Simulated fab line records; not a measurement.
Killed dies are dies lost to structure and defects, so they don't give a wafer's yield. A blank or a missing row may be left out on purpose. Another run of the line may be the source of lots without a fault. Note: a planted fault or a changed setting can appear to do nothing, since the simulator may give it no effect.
What tool caused it? :: flow berkeley_cmos170 :: 15 lots with 45 wafers sampled at 7 steps, on a route of 331 steps

== WHAT THE GAUGES SHOWED, per wafer ==
UCB170_NWELL_THK_MEAS_05. Usual: for NWELL_NITRIDE_THK the level is 224.3 nm and the standard deviation is 2.5.
lot: L187
measured: day 2 17:38
on: film_metro-02
NWELL_NITRIDE_THK (nm): 219.8 221.8 222.0
flag: 

lot: L188
measured: day 2 17:38
on: film_metro-04
NWELL_NITRIDE_THK (nm): 220.3 224.0 224.0
flag: 

lot: L190
measured: day 3 04:52
on: film_metro-01
NWELL_NITRIDE_THK (nm): 223.3 224.2 222.7
flag: 

lot: L191
measured: day 3 07:32
on: film_metro-04
NWELL_NITRIDE_THK (nm): 223.7 222.9 221.5
flag: 

lot: L192
measured: day 3 18:08
on: film_metro-02
NWELL_NITRIDE_THK (nm): 220.4 220.6 219.6
flag: 

lot: L194
measured: day 3 18:11
on: film_metro-04
NWELL_NITRIDE_THK (nm): 225.7 225.9 224.4
flag: 

lot: L196
measured: day 4 09:09
on: film_metro-01
NWELL_NITRIDE_THK (nm): 221.1 222.4 224.8
flag: 

lot: L197
measured: day 4 11:38
on: film_metro-01
NWELL_NITRIDE_THK (nm): 228.4 228.1 229.4
flag: 

lot: L198
measured: day 4 17:53
on: film_metro-01
NWELL_NITRIDE_THK (nm): 229.9 229.6 227.7
flag: 

lot: L199
measured: day 4 17:53
on: film_metro-04
NWELL_NITRIDE_THK (nm): 224.9 223.2 222.8
flag: 

lot: L202
measured: day 5 07:31
on: film_metro-01
NWELL_NITRIDE_THK (nm): 220.8 222.3 222.9
flag: 

lot: L200
measured: day 5 07:32
on: film_metro-02
NWELL_NITRIDE_THK (nm): 229.3 229.5 228.3
flag: 

lot: L201
measured: day 5 07:35
on: film_metro-04
NWELL_NITRIDE_THK (nm): 222.7 223.5 222.3
flag: 

lot: L207
measured: day 6 10:50
on: film_metro-02
NWELL_NITRIDE_THK (nm): 227.5 226.3 227.4
flag: 

lot: L204
measured: day 6 10:52
on: film_metro-04
NWELL_NITRIDE_THK (nm): 225.6 224.9 226.8
flag: 

UCB170_PFIELD_OVL_MEAS_06. Usual: for PFIELD_OVL the level is 0 nm and the standard deviation is 5.7.
lot: L187
measured: day 4 19:44
on: overlay-01
PFIELD_OVL (nm): 1 12 10
flag: 

lot: L188
measured: day 4 19:23
on: overlay-02
PFIELD_OVL (nm): -5 -6 -9
flag: 

lot: L190
measured: day 5 18:28
on: overlay-01
PFIELD_OVL (nm): -7 -10 2
flag: 

lot: L191
measured: day 5 18:08
on: overlay-02
PFIELD_OVL (nm): -7 -6 -10
flag: 

lot: L192
measured: day 6 09:22
on: overlay-02
PFIELD_OVL (nm): 1 -4 -2
flag: 

lot: L194
measured: day 6 09:43
on: overlay-01
PFIELD_OVL (nm): 1 -2 8
flag: 

lot: L196
measured: day 7 01:35
on: overlay-01
PFIELD_OVL (nm): -7 2 -5
flag: 

lot: L197
measured: day 7 01:22
on: overlay-02
PFIELD_OVL (nm): 1 3 -13
flag: 

lot: L198
measured: day 7 06:05
on: overlay-01
PFIELD_OVL (nm): -4 -1 -14
flag: 

lot: L199
measured: day 7 06:19
on: overlay-01
PFIELD_OVL (nm): 0 3 1
flag: 

lot: L202
measured: day 7 15:11
on: overlay-02
PFIELD_OVL (nm): 4 3 -4
flag: 

lot: L200
measured: day 7 16:07
on: overlay-02
PFIELD_OVL (nm): -1 7 2
flag: 

lot: L201
measured: day 7 15:51
on: overlay-02
PFIELD_OVL (nm): -8 6 7
flag: 

lot: L207
measured: day 8 20:01
on: overlay-02
PFIELD_OVL (nm): 3 2 8
flag: 

lot: L204
measured: day 8 19:54
on: overlay-01
PFIELD_OVL (nm): -7 -1 2
flag: 

UCB170_FIELD_THK_MEAS_02. Usual: for FIELD_OXIDE_THK the level is 567 nm and the standard deviation is 10.
lot: L187
measured: day 5 03:37
on: film_metro-02
FIELD_OXIDE_THK (nm): 581 578 584
flag: 

lot: L188
measured: day 5 03:34
on: film_metro-03
FIELD_OXIDE_THK (nm): 561 565 573
flag: 

lot: L190
measured: day 6 01:21
on: film_metro-03
FIELD_OXIDE_THK (nm): 560 555 564
flag: 

lot: L191
measured: day 6 01:16
on: film_metro-01
FIELD_OXIDE_THK (nm): 566 576 572
flag: 

lot: L192
measured: day 6 15:12
on: film_metro-02
FIELD_OXIDE_THK (nm): 575 564 566
flag: 

lot: L194
measured: day 6 15:11
on: film_metro-03
FIELD_OXIDE_THK (nm): 563 571 564
flag: 

lot: L196
measured: day 7 09:10
on: film_metro-03
FIELD_OXIDE_THK (nm): 570 567 569
flag: 

lot: L197
measured: day 7 09:10
on: film_metro-02
FIELD_OXIDE_THK (nm): 567 559 550
flag: 

lot: L198
measured: day 7 12:46
on: film_metro-01
FIELD_OXIDE_THK (nm): 577 573 566
flag: 

lot: L199
measured: day 7 12:46
on: film_metro-03
FIELD_OXIDE_THK (nm): 563 562 567
flag: 

lot: L202
measured: day 7 21:41
on: film_metro-03
FIELD_OXIDE_THK (nm): 423 419 414
flag: OFF

lot: L200
measured: day 7 21:46
on: film_metro-03
FIELD_OXIDE_THK (nm): 419 429 421
flag: OFF

lot: L201
measured: day 7 21:43
on: film_metro-01
FIELD_OXIDE_THK (nm): 432 434 434
flag: OFF

lot: L207
measured: day 9 04:33
on: film_metro-02
FIELD_OXIDE_THK (nm): 576 581 573
flag: 

lot: L204
measured: day 9 04:34
on: film_metro-01
FIELD_OXIDE_THK (nm): 569 558 572
flag: 

UCB170_FIELD_THK_MEAS_90. Usual: for FIELD_OXIDE_LEFT_1_THK the level is 450 nm and the standard deviation is 10.
lot: L187
measured: day 5 16:32
on: film_metro-03
FIELD_OXIDE_LEFT_1_THK (nm): 463 461 467
flag: 

lot: L188
measured: day 5 16:36
on: film_metro-02
FIELD_OXIDE_LEFT_1_THK (nm): 444 448 457
flag: 

lot: L190
measured: day 6 10:52
on: film_metro-01
FIELD_OXIDE_LEFT_1_THK (nm): 442 437 446
flag: 

lot: L191
measured: day 6 10:47
on: film_metro-02
FIELD_OXIDE_LEFT_1_THK (nm): 449 458 454
flag: 

lot: L192
measured: day 7 00:20
on: film_metro-01
FIELD_OXIDE_LEFT_1_THK (nm): 458 447 449
flag: 

lot: L194
measured: day 7 00:20
on: film_metro-03
FIELD_OXIDE_LEFT_1_THK (nm): 445 454 446
flag: 

lot: L196
measured: day 7 18:06
on: film_metro-01
FIELD_OXIDE_LEFT_1_THK (nm): 452 451 452
flag: 

lot: L197
measured: day 7 18:03
on: film_metro-01
FIELD_OXIDE_LEFT_1_THK (nm): 450 441 434
flag: 

lot: L198
measured: day 7 18:02
on: film_metro-02
FIELD_OXIDE_LEFT_1_THK (nm): 460 456 449
flag: 

lot: L199
measured: day 7 18:02
on: film_metro-03
FIELD_OXIDE_LEFT_1_THK (nm): 445 445 449
flag: 

lot: L202
measured: day 8 07:17
on: film_metro-03
FIELD_OXIDE_LEFT_1_THK (nm): 305 302 296
flag: OFF

lot: L200
measured: day 8 07:18
on: film_metro-02
FIELD_OXIDE_LEFT_1_THK (nm): 304 314 305
flag: OFF

lot: L201
measured: day 8 07:19
on: film_metro-01
FIELD_OXIDE_LEFT_1_THK (nm): 315 318 318
flag: OFF

lot: L207
measured: day 9 14:13
on: film_metro-01
FIELD_OXIDE_LEFT_1_THK (nm): 458 464 456
flag: 

lot: L204
measured: day 9 14:13
on: film_metro-03
FIELD_OXIDE_LEFT_1_THK (nm): 451 441 455
flag: 

UCB170_FIELD_THK_MEAS_91. Usual: for FIELD_OXIDE_LEFT_2_THK the level is 362 nm and the standard deviation is 10.
lot: L187
measured: day 6 15:58
on: film_metro-03
FIELD_OXIDE_LEFT_2_THK (nm): 375 373 379
flag: 

lot: L188
measured: day 6 15:28
on: film_metro-03
FIELD_OXIDE_LEFT_2_THK (nm): 356 360 368
flag: 

lot: L190
measured: day 7 06:00
on: film_metro-03
FIELD_OXIDE_LEFT_2_THK (nm): 354 349 358
flag: 

lot: L191
measured: day 7 06:19
on: film_metro-01
FIELD_OXIDE_LEFT_2_THK (nm): 361 371 366
flag: 

lot: L192
measured: day 7 19:28
on: film_metro-03
FIELD_OXIDE_LEFT_2_THK (nm): 369 358 360
flag: 

lot: L194
measured: day 7 18:16
on: film_metro-01
FIELD_OXIDE_LEFT_2_THK (nm): 358 366 359
flag: 

lot: L196
measured: day 8 15:28
on: film_metro-02
FIELD_OXIDE_LEFT_2_THK (nm): 363 362 362
flag: 

lot: L197
measured: day 8 14:28
on: film_metro-02
FIELD_OXIDE_LEFT_2_THK (nm): 361 352 345
flag: 

lot: L198
measured: day 8 15:12
on: film_metro-02
FIELD_OXIDE_LEFT_2_THK (nm): 371 368 361
flag: 

lot: L199
measured: day 8 15:16
on: film_metro-03
FIELD_OXIDE_LEFT_2_THK (nm): 357 357 361
flag: 

lot: L202
measured: day 9 05:23
on: film_metro-02
FIELD_OXIDE_LEFT_2_THK (nm): 216 214 207
flag: OFF

lot: L200
measured: day 9 04:29
on: film_metro-03
FIELD_OXIDE_LEFT_2_THK (nm): 215 225 216
flag: OFF

lot: L201
measured: day 9 05:07
on: film_metro-02
FIELD_OXIDE_LEFT_2_THK (nm): 226 229 228
flag: OFF

lot: L207
measured: day 10 12:15
on: film_metro-01
FIELD_OXIDE_LEFT_2_THK (nm): 371 376 368
flag: 

lot: L204
measured: day 10 11:45
on: film_metro-01
FIELD_OXIDE_LEFT_2_THK (nm): 363 353 367
flag: 

== EACH LOT AND THE TOOL THAT RAN IT (in order: tool; ch and the chambers of the sampled wafers; start) ==
lot: L187
UCB170_NWELL_STRIP_15: plasma_asher-04 ch 0,1, day 2 18:58
UCB170_FIELD_OXIDATION_01: furnace-02 ch 0, day 5 00:34

lot: L188
UCB170_NWELL_STRIP_15: plasma_asher-02 ch 1, day 2 19:06
UCB170_FIELD_OXIDATION_01: furnace-02 ch 0, day 5 00:34

lot: L190
UCB170_NWELL_STRIP_15: plasma_asher-02 ch 0,1, day 3 06:57
UCB170_FIELD_OXIDATION_01: furnace-02 ch 0, day 5 22:16

lot: L191
UCB170_NWELL_STRIP_15: plasma_asher-04 ch 0,1, day 3 08:43
UCB170_FIELD_OXIDATION_01: furnace-02 ch 0, day 5 22:16

lot: L192
UCB170_NWELL_STRIP_15: plasma_asher-03 ch 0,1, day 3 19:52
UCB170_FIELD_OXIDATION_01: furnace-02 ch 0, day 6 12:11

lot: L194
UCB170_NWELL_STRIP_15: plasma_asher-02 ch 0,1, day 3 20:20
UCB170_FIELD_OXIDATION_01: furnace-02 ch 0, day 6 12:11

lot: L196
UCB170_NWELL_STRIP_15: plasma_asher-02 ch 0,1, day 4 11:42
UCB170_FIELD_OXIDATION_01: furnace-04 ch 0, day 7 06:09

lot: L197
UCB170_NWELL_STRIP_15: plasma_asher-03 ch 0,1, day 4 13:23
UCB170_FIELD_OXIDATION_01: furnace-04 ch 0, day 7 06:09

lot: L198
UCB170_NWELL_STRIP_15: plasma_asher-04 ch 1, day 4 21:01
UCB170_FIELD_OXIDATION_01: furnace-02 ch 0, day 7 09:46

lot: L199
UCB170_NWELL_STRIP_15: plasma_asher-02 ch 0,1, day 4 20:55
UCB170_FIELD_OXIDATION_01: furnace-02 ch 0, day 7 09:46

lot: L202
UCB170_NWELL_STRIP_15: plasma_asher-03 ch 0,1, day 5 10:23
UCB170_FIELD_OXIDATION_01: furnace-04 ch 0, day 7 18:41

lot: L200
UCB170_NWELL_STRIP_15: plasma_asher-04 ch 0,1, day 5 10:06
UCB170_FIELD_OXIDATION_01: furnace-04 ch 0, day 7 18:41

lot: L201
UCB170_NWELL_STRIP_15: plasma_asher-02 ch 0,1, day 5 10:41
UCB170_FIELD_OXIDATION_01: furnace-04 ch 0, day 7 18:41

lot: L207
UCB170_NWELL_STRIP_15: plasma_asher-03 ch 0,1, day 6 13:47
UCB170_FIELD_OXIDATION_01: furnace-02 ch 0, day 9 01:33

lot: L204
UCB170_NWELL_STRIP_15: plasma_asher-02 ch 0,1, day 6 13:58
UCB170_FIELD_OXIDATION_01: furnace-02 ch 0, day 9 01:33
- UCB170_NWELL_STRIP_15: strips in O2.
- UCB170_FIELD_OXIDATION_01: target thk 558.3 nm, ox time 7200 s.

== WHAT THE TOOLS THEMSELVES READ (means of the sampled wafers that have a number; where no wafer has one, the mark that the record gives instead) ==
UCB170_NWELL_STRIP_15. Usual: drypump_motor_current_A 5.6 A, standard deviation 0.5; o2_flow_sccm 400.2 sccm, standard deviation 1.2; oes_product_au 0.721 a.u., standard deviation 0.0046; strip_time_to_endpoint_s 18.11 s, standard deviation 0.081.
lot: L187
tool: plasma_asher-04
drypump_motor_current_A (A): 5.6
o2_flow_sccm (sccm): 400.4
oes_product_au (a.u.): 0.723
strip_time_to_endpoint_s (s): 18.38
flag: OFF

lot: L188
tool: plasma_asher-02
drypump_motor_current_A (A): 5.7
o2_flow_sccm (sccm): 401.1
oes_product_au (a.u.): 0.723
strip_time_to_endpoint_s (s): 18.12
flag: 

lot: L190
tool: plasma_asher-02
drypump_motor_current_A (A): 5.4
o2_flow_sccm (sccm): 400.1
oes_product_au (a.u.): 0.720
strip_time_to_endpoint_s (s): 18.16
flag: 

lot: L191
tool: plasma_asher-04
drypump_motor_current_A (A): 5.6
o2_flow_sccm (sccm): 399.8
oes_product_au (a.u.): 0.721
strip_time_to_endpoint_s (s): 18.10
flag: 

lot: L192
tool: plasma_asher-03
drypump_motor_current_A (A): 6.0
o2_flow_sccm (sccm): 400.5
oes_product_au (a.u.): 0.716
strip_time_to_endpoint_s (s): 17.97
flag: 

lot: L194
tool: plasma_asher-02
drypump_motor_current_A (A): 5.6
o2_flow_sccm (sccm): 400.3
oes_product_au (a.u.): 0.724
strip_time_to_endpoint_s (s): 18.05
flag: 

lot: L196
tool: plasma_asher-02
drypump_motor_current_A (A): 5.4
o2_flow_sccm (sccm): 399.7
oes_product_au (a.u.): 0.719
strip_time_to_endpoint_s (s): 17.98
flag: 

lot: L197
tool: plasma_asher-03
drypump_motor_current_A (A): 6.0
o2_flow_sccm (sccm): 400.0
oes_product_au (a.u.): 0.722
strip_time_to_endpoint_s (s): 18.09
flag: 

lot: L198
tool: plasma_asher-04
drypump_motor_current_A (A): 4.8
o2_flow_sccm (sccm): 399.7
oes_product_au (a.u.): 0.722
strip_time_to_endpoint_s (s): 18.05
flag: 

lot: L199
tool: plasma_asher-02
drypump_motor_current_A (A): 5.6
o2_flow_sccm (sccm): 400.6
oes_product_au (a.u.): 0.722
strip_time_to_endpoint_s (s): 18.08
flag: 

lot: L202
tool: plasma_asher-03
drypump_motor_current_A (A): 6.2
o2_flow_sccm (sccm): 400.9
oes_product_au (a.u.): 0.718
strip_time_to_endpoint_s (s): 18.15
flag: 

lot: L200
tool: plasma_asher-04
drypump_motor_current_A (A): 5.2
o2_flow_sccm (sccm): 400.6
oes_product_au (a.u.): 0.722
strip_time_to_endpoint_s (s): 18.18
flag: 

lot: L201
tool: plasma_asher-02
drypump_motor_current_A (A): 5.4
o2_flow_sccm (sccm): 399.8
oes_product_au (a.u.): 0.720
strip_time_to_endpoint_s (s): 18.13
flag: 

lot: L207
tool: plasma_asher-03
drypump_motor_current_A (A): 6.2
o2_flow_sccm (sccm): 400.6
oes_product_au (a.u.): 0.721
strip_time_to_endpoint_s (s): 18.09
flag: 

lot: L204
tool: plasma_asher-02
drypump_motor_current_A (A): 5.4
o2_flow_sccm (sccm): 400.9
oes_product_au (a.u.): 0.721
strip_time_to_endpoint_s (s): 18.18
flag: 

UCB170_FIELD_OXIDATION_01. Usual: spike_tc_source_C reads 1027.0 C (standard deviation 2.9).
lot: L187
tool: furnace-02
spike_tc_source_C (C): 1025.5
flag: 

lot: L188
tool: furnace-02
spike_tc_source_C (C): 1024.1
flag: 

lot: L190
tool: furnace-02
spike_tc_source_C (C): 1025.4
flag: 

lot: L191
tool: furnace-02
spike_tc_source_C (C): 1023.8
flag: 

lot: L192
tool: furnace-02
spike_tc_source_C (C): 1025.6
flag: 

lot: L194
tool: furnace-02
spike_tc_source_C (C): 1025.1
flag: 

lot: L196
tool: furnace-04
spike_tc_source_C (C): 1030.2
flag: 

lot: L197
tool: furnace-04
spike_tc_source_C (C): 1030.4
flag: 

lot: L198
tool: furnace-02
spike_tc_source_C (C): 1025.3
flag: 

lot: L199
tool: furnace-02
spike_tc_source_C (C): 1025.2
flag: 

lot: L202
tool: furnace-04
spike_tc_source_C (C): 1028.7
flag: 

lot: L200
tool: furnace-04
spike_tc_source_C (C): 1029.7
flag: 

lot: L201
tool: furnace-04
spike_tc_source_C (C): 1031.6
flag: 

lot: L207
tool: furnace-02
spike_tc_source_C (C): 1024.5
flag: 

lot: L204
tool: furnace-02
spike_tc_source_C (C): 1024.6
flag: 

== THE ANSWER, worked out from the rows above alone ==
Rule: a lot counts as off when the mean over its wafers that have a number is more than 3 standard deviations away from the usual mean. A lot without any number at a reading at which 4 lots or more have one is off too. The other lots that the step has rows for count as sound. The gauges are gone through in route order, then the tools' own readings, and for those a lot's mean is taken as printed above. At the first step where some lot is off, the reading lying furthest off is the one used; lots without a number count as furthest.
Off: L202, L200, L201, at UCB170_FIELD_THK_MEAS_02 (FIELD_OXIDE_THK).
If a tool, at a process step before that reading, ran all the lots that are off and no sound lot after the first of them, it fits. Gauges at UCB170_FIELD_THK_MEAS_02: tried the same way as those tools. One fits: UCB170_FIELD_OXIDATION_01 on furnace-04. A fault onset in the window from L196 (day 7 06:09, its last sound lot) to L200 (day 7 18:41, its first lot off) fits.

== WHAT WAS PUT IN BY THE SIMULATOR ==
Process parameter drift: furnace-04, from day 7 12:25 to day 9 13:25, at UCB170_FIELD_OXIDATION_01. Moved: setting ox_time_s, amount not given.
Struck lots among those shown: L202, L200, L201. Same finding as the rule above.
